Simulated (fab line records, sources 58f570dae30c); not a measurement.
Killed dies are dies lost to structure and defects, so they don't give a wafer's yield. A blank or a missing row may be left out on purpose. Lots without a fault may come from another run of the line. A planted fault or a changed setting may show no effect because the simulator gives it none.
Which tool did it? | flow berkeley_cmos170 | 6 lots, 17 wafers sampled, at 1 step of a route of 331

WHAT THE GAUGES READ, wafer by wafer
UCB170_V1_OVL_MEAS_13.
lot  | measured     | on         | V1_OVL (nm)
L457 | day 8 21:14  | overlay-02 | 11 9 6
L459 | day 9 08:46  | overlay-02 | -7 6 2
L462 | day 9 14:59  | overlay-02 | -2 1 -5
L466 | day 11 01:07 | overlay-02 | 6 3
L472 | day 12 13:18 | overlay-02 | -2 5 5
L479 | day 14 02:55 | overlay-01 | 5 -10 -8

WHICH TOOL RAN EACH LOT (tool, then ch and the chambers of the sampled wafers, then the start)
The record holds no process step before these readings.

THE ANSWER, worked out from the rows above alone
Rule: what is usual is taken from the lots themselves. Put in order of their means at a reading, lots are off if they are a third of the lots or fewer, leave a main group of 4 or more, and stand apart from it by a gap of 3 or more times the standard deviation of the main group's means; of several such gaps the widest counts. A main group whose means are all the same, to the digits that the tables above print for the reading, isn't used. A lot without any number at a reading at which 4 lots or more have one is off too. The other lots that the step has rows for count as sound.
No lot is off at any reading shown: from this, nothing can be told.

WHAT THE SIMULATOR HAD PUT IN
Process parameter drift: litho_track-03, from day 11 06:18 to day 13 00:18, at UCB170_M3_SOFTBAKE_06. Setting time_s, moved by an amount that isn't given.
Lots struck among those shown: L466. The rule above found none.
